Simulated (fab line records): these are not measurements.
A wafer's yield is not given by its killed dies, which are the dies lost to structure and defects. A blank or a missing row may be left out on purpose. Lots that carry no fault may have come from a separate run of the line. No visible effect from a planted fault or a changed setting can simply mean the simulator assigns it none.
What tool caused it? :: flow rit_cmos :: 7 lots, 21 wafers sampled, at 1 step of a route of 202

== WHAT THE GAUGES SHOWED, per wafer ==
RIT_FOX2_THK_MEAS_91.
lot: L555
measured: day 2 13:54
on: film_metro-03
FIELD_OXIDE_LEFT_2_THK (nm): 245 244 243

lot: L557
measured: day 3 00:32
on: film_metro-02
FIELD_OXIDE_LEFT_2_THK (nm): 249 248 246

lot: L561
measured: day 3 20:53
on: film_metro-03
FIELD_OXIDE_LEFT_2_THK (nm): 265 265 257

lot: L563
measured: day 4 08:25
on: film_metro-01
FIELD_OXIDE_LEFT_2_THK (nm): 245 256 253

lot: L565
measured: day 4 20:37
on: film_metro-02
FIELD_OXIDE_LEFT_2_THK (nm): 241 244 239

lot: L569
measured: day 5 12:11
on: film_metro-03
FIELD_OXIDE_LEFT_2_THK (nm): 247 248 248

lot: L573
measured: day 6 08:28
on: film_metro-03
FIELD_OXIDE_LEFT_2_THK (nm): 252 255 252

== WHAT TOOL EACH LOT RAN ON (gives the tool, then ch and the chambers of the sampled wafers, and finally the start) ==
The record holds no process step before these readings.

== THE ANSWER, worked out from the rows above alone ==
Rule: the usual values come from the lots themselves. The widest of any qualifying gaps counts: lots, ordered by their means at a reading, are off when they make up no more than a third of the lots, leave a main group of 4 or more, and stand apart from it by 3 or more times the standard deviation of that group's means. If all means in a main group match to the digits the tables above print for the reading, that group is not used. A lot without any number at a reading at which 4 lots or more have one is off too. Where the step has rows for the other lots, those lots are counted as sound.
No lot is off at any reading shown: from this, nothing can be told.

== WHAT THE SIMULATOR HAD INSERTED ==
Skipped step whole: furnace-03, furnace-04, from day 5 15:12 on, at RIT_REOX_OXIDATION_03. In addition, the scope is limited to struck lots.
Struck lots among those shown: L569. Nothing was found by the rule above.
